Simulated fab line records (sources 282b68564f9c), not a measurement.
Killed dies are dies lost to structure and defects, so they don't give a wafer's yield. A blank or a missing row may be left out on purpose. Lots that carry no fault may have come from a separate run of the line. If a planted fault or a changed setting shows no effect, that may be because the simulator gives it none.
A struck lot beside a sound one	flow rit cmos	44 steps out of a route of 202
Sound: wafers L566.2, L566.3, L566.6. Wafers L574.1, L574.2, L574.3 were the ones struck. The cause is given at the end.
Per side, at each step with rows, come the tool, then ch with its chambers, and then its first start. Under that, the readings that differ: sound wafers	struck wafers	difference of the means	sigmas: that difference in standard deviations of wafers without a fault.
alike: readings with means less than 2 such deviations apart, plus words and numbers identical on both sides. not compared: withheld readings, readings lacking a value on some wafer, bounds such as >300 that could conceal the same value, and numbers that have no deviation in the record and whose values overlap.
The two part at a step that has a row with sigmas, a row that says differs or no value, or rows on one side only. Numbers that don't overlap but have no deviation are shown without sigmas and don't part them. A reading that every wafer of one side lacks parts them only if that side has two wafers or more.

first, 3 steps without rows for these wafers: RIT_REOX_CLEAN_01 (cleans in dHF, time 30 s); RIT_REOX_CLEAN_02 (cleans in SC2, time 600 s); RIT_REOX_OXIDATION_03 (target thk 25.2 nm, ox time 5580 s).
RIT_REOX_THK_MEAS_04:
  struck on film metro-02, day 5 19:15; sound on film metro-01, day 3 17:23
  alike: REOX_OXIDE_THK
then, 6 steps without rows for these wafers: RIT_NLDD_HMDS_00 (prime time 60 s); RIT_NLDD_COAT_01 (resist thk 1000 nm); RIT_NLDD_SOFTBAKE_02 (time 60 s); RIT_NLDD_EXPOSE_03 (exposes mask M7, target cd 40700 nm); RIT_NLDD_PEB_04; RIT_NLDD_DEVELOP_05 (develop time 50 s).
RIT_NLDD_OVL_MEAS_06:
  struck on overlay-01, day 5 20:10; sound on overlay-01, day 3 18:17
  alike: NLDD_OVL
then, 1 step without rows for these wafers: RIT_NLDD_HARDBAKE_07 (time 60 s).
RIT_NLDD_IMPLANT_08:
  sound on implanter-03 ch 0, day 3 18:30; struck on implanter-03 ch 0, day 5 20:21
reading	sound	struck	difference	sigmas
dose ions cm2	4.999e+14 4.999e+14 4.998e+14	7.103e+14 7.105e+14 7.106e+14	+2.106e+14	+99 or more
faraday current uA	1585 1574 1566	2215 2152 2159	+600	+20
RIT_NLDD_STRIP_09: strips in O2, time 180 s.
  sound on plasma asher-02 ch 0,1, day 3 18:38; struck on plasma asher-01 ch 0,1, day 5 20:30
  alike: drypump motor current A
  not compared: rf hours counter h
RIT_NLDD_TW_MEAS_10:
  struck on film metro-03, day 5 20:40; sound on film metro-04, day 3 18:49
reading	sound	struck	difference	sigmas
NLDD_TW	2482 2482 2491	2734 2719 2730	+243	+8
then, 6 steps without rows for these wafers: RIT_PLDD_HMDS_00 (prime time 60 s); RIT_PLDD_COAT_01 (resist thk 1000 nm); RIT_PLDD_SOFTBAKE_02 (time 60 s); RIT_PLDD_EXPOSE_03 (exposes mask M8, target cd 40900 nm); RIT_PLDD_PEB_04; RIT_PLDD_DEVELOP_05 (develop time 50 s).
RIT_PLDD_OVL_MEAS_06:
  struck on overlay-02, day 5 21:35; sound on overlay-02, day 3 19:50
  alike: PLDD_OVL
then, 2 steps without rows for these wafers: RIT_PLDD_HARDBAKE_07 (time 60 s); RIT_PLDD_IMPLANT_08.
RIT_PLDD_STRIP_09: strips in O2, time 180 s.
  sound on plasma asher-02 ch 0, day 3 20:10; struck on plasma asher-04 ch 0,1, day 5 21:55
  alike: drypump motor current A
  not compared: rf hours counter h
RIT_PLDD_TW_MEAS_10:
  struck on film metro-01, day 5 22:05; sound on film metro-04, day 3 20:22
reading	sound	struck	difference	sigmas
PLDD_TW	2341 2341 2339	2398 2408 2385	+57	+2
then, 4 steps without rows for these wafers: RIT_SPACER_CLEAN_00 (cleans in SC1, time 600 s); RIT_SPACER_CLEAN_01 (cleans in dHF, time 30 s); RIT_SPACER_CLEAN_02 (cleans in SC2, time 600 s); RIT_SPACER_CVD_03 (deposits Si3N4 from SiH2Cl2/NH3, target thk 250 nm, time 3300 s).
RIT_SPACER_THK_MEAS_04:
  struck on film metro-01, day 6 00:26; sound on film metro-02, day 3 22:44
reading	sound	struck	difference	sigmas
SPACER_NITRIDE_THK (nm)	252.7 251.6 253.3	248.2 247.8 246.7	-5.0	-2
RIT_SPACER_ETCHBACK_05: etches Si3N4 in SF6/CHF3, stops on SiO2, target depth 250 nm, time 240 s.
  sound on rie diel-04 ch 0,3, day 3 22:47; struck on rie diel-02 ch 0,1,2, day 6 00:30
  alike: drypump motor current A, oes product au, throttle valve pct
  not compared: rf hours counter h
then, 6 steps without rows for these wafers: RIT_NSD_HMDS_00 (prime time 60 s); RIT_NSD_COAT_01 (resist thk 1000 nm); RIT_NSD_SOFTBAKE_02 (time 60 s); RIT_NSD_EXPOSE_03 (exposes mask M9, target cd 40700 nm); RIT_NSD_PEB_04; RIT_NSD_DEVELOP_05 (develop time 50 s).
RIT_NSD_OVL_MEAS_06:
  struck on overlay-02, day 6 01:30; sound on overlay-01, day 3 23:50
  alike: NSD_OVL
then, 2 steps without rows for these wafers: RIT_NSD_HARDBAKE_07 (time 60 s); RIT_NSD_IMPLANT_08.
RIT_NSD_STRIP_09: strips in O2, time 180 s.
  sound on plasma asher-01 ch 0,1, day 4 00:10; struck on plasma asher-01 ch 0,1, day 6 01:50
  alike: drypump motor current A
  not compared: rf hours counter h
RIT_SDANNEAL_RS_MEAS_07: measures by four-point-probe.
  struck on film metro-04, day 6 04:37; sound on film metro-04, day 4 02:45
reading	sound	struck	difference	sigmas
NLDD_RS (ohm/sq)	151.3 151.3 151.9	113.5 113.5 113.6	-38.0	-59
RIT_M1_PROBE_99:
  struck on prober-02, day 6 11:43; sound on prober-02, day 4 09:47
reading	sound	struck	difference	sigmas
model.etest.nmos_0p3.r on ohm um	2146 2135 2140	2012 1972 2004	-144	
model.etest.nmos_0p15.r on ohm um	1152 1121 1139	966.7 936.2 964.5	-181.5	
model.etest.nldd.rs ohm sq	378.4 374.2 378.1	267.4 263.2 267.9	-110.7	
model.etest.nmos turned.drive ua um	325.3 329.2 326.8	409.2 421.5 412.7	+87.4	
model.etest.nmos_0p15.drive ua um	462.5 465.3 453.2	524.2 535.1 529.1	+69.1	
model.etest.nldd.line ohm um	119.9 118.8 120.2	84.62 85.02 87.13	-34.04	
  alike: killed at front end, killed dies, killed open, killed short
  not compared: model.etest.nmos_0p3.drive ua um, model.etest.nmos narrow.drive ua um

## WHERE THEY PART
At RIT_NLDD_IMPLANT_08 first; at RIT_SDANNEAL_RS_MEAS_07 last (within this record only). Later steps at which nothing parts them and some readings are alike: RIT_M1_PROBE_99.

WHY: what the simulator had put in
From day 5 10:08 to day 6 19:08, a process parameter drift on implanter-03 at RIT_NLDD_IMPLANT_08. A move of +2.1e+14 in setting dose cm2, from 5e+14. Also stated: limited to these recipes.
